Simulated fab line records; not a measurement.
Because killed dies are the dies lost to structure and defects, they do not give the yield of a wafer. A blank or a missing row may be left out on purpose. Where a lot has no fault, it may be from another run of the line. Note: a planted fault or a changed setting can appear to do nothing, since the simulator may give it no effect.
Tool commonality check -- flow berkeley cmos170 -- 45 wafers sampled across 15 lots

== WHY IT WAS OPENED ==
Of 15 lots, 3 have the reading SILICIDE_TI_RS flagged at UCB170_SILICIDE_RS_MEAS_02. Fault-free wafers read 26.3 ohm/sq, with a standard deviation of 0.34.
Rule: a lot gets a flag if all its wafers with a number sit over 4 standard deviations from that mean, or if no wafer of it has a number. As for the other lots, they are considered sound.

lot,measured,on,"SILICIDE_TI_RS (ohm/sq), wafer by wafer",flag
L620,day 8 08:35,film metro-02,25.9 25.9 25.9,
L619,day 8 08:46,film metro-03,26.4 26.3 25.9,
L621,day 8 09:11,film metro-03,26.1 25.8 25.6,
L622,day 8 13:46,film metro-01,25.3 25.8 25.5,
L624,day 9 08:43,film metro-02,11.9 11.9 11.9,FLAGGED
L623,day 9 09:19,film metro-03,26.3 26.3 26.4,
L625,day 9 14:59,film metro-02,11.8 11.7 11.7,FLAGGED
L633,day 10 23:42,film metro-03,26.5 26.3 26.0,
L632,day 11 00:06,film metro-03,26.8 26.5 26.3,
L631,day 11 00:11,film metro-02,11.9 12.0 11.9,FLAGGED
L636,day 12 01:07,film metro-02,26.9 26.7 26.8,
L638,day 12 01:37,film metro-02,26.0 26.3 25.9,
L640,day 12 02:04,film metro-03,26.7 26.0 26.2,
L641,day 12 08:40,film metro-02,26.4 26.3 26.3,
L637,day 12 08:53,film metro-02,25.5 25.7 25.7,
On average the flagged lots' numbers are 11.9 ohm/sq, which is -14.4 ohm/sq against the usual, or -42 standard deviations.

== EACH LOT AND THE TOOL IT RAN ON ==
The record keeps 1 process step preceding the reading, out of 331 steps on the route. Each cell gives the tool, then ch followed by the chambers the sampled wafers passed through, then the start.
lot,flag,UCB170_SILICIDE_SPUTTER_01
L620,,"pvd sputter-04, day 8 08:34"
L619,,"pvd sputter-02, day 8 08:34"
L621,,"pvd sputter-04, day 8 09:07"
L622,,"pvd sputter-03, day 8 13:43"
L624,FLAGGED,"pvd sputter-03, day 9 08:30"
L623,,"pvd sputter-04, day 9 09:16"
L625,FLAGGED,"pvd sputter-03, day 9 14:44"
L633,,"pvd sputter-02, day 10 23:40"
L632,,"pvd sputter-03, day 11 00:04"
L631,FLAGGED,"pvd sputter-04, day 10 23:56"
L636,,"pvd sputter-03, day 12 01:04"
L638,,"pvd sputter-02, day 12 01:32"
L640,,"pvd sputter-03, day 12 02:02"
L641,,"pvd sputter-03, day 12 08:38"
L637,,"pvd sputter-02, day 12 08:49"
What these steps do:
- UCB170_SILICIDE_SPUTTER_01: material Ti, target thk 30 nm, time 25 s.
- UCB170_SILICIDE_RS_MEAS_02: measures by four-point-probe.

== FLAGGED OVER TOTAL, TOOL BY TOOL (the gauges that took the reading come last) ==
step,tool,lots run,flagged,share of the flagged lots,sound lots run after its first flagged lot
UCB170_SILICIDE_SPUTTER_01,pvd sputter-02,4,0,none,-
UCB170_SILICIDE_SPUTTER_01,pvd sputter-03,7,2,some,"4 (L632,L636,L640,L641)"
UCB170_SILICIDE_SPUTTER_01,pvd sputter-04,4,1,some,0
UCB170_SILICIDE_RS_MEAS_02,film metro-01,1,0,none,-
UCB170_SILICIDE_RS_MEAS_02,film metro-02,8,3,all,"4 (L636,L638,L641,L637)"
UCB170_SILICIDE_RS_MEAS_02,film metro-03,6,0,none,-

== WHAT THE TABLE PERMITS ==
All flagged lots share 1 row of the table, namely film metro-02 at UCB170_SILICIDE_RS_MEAS_02.
- film metro-02 at UCB170_SILICIDE_RS_MEAS_02: 3 of its 8 lots flagged. Sound lots followed the first flagged one (L636, L638, L641, L637) on it, something a lasting fault affecting the whole tool could not allow.
No row of the table ran every flagged lot and no sound lot after the first.

== WHAT THE SIMULATOR HAD INSERTED ==
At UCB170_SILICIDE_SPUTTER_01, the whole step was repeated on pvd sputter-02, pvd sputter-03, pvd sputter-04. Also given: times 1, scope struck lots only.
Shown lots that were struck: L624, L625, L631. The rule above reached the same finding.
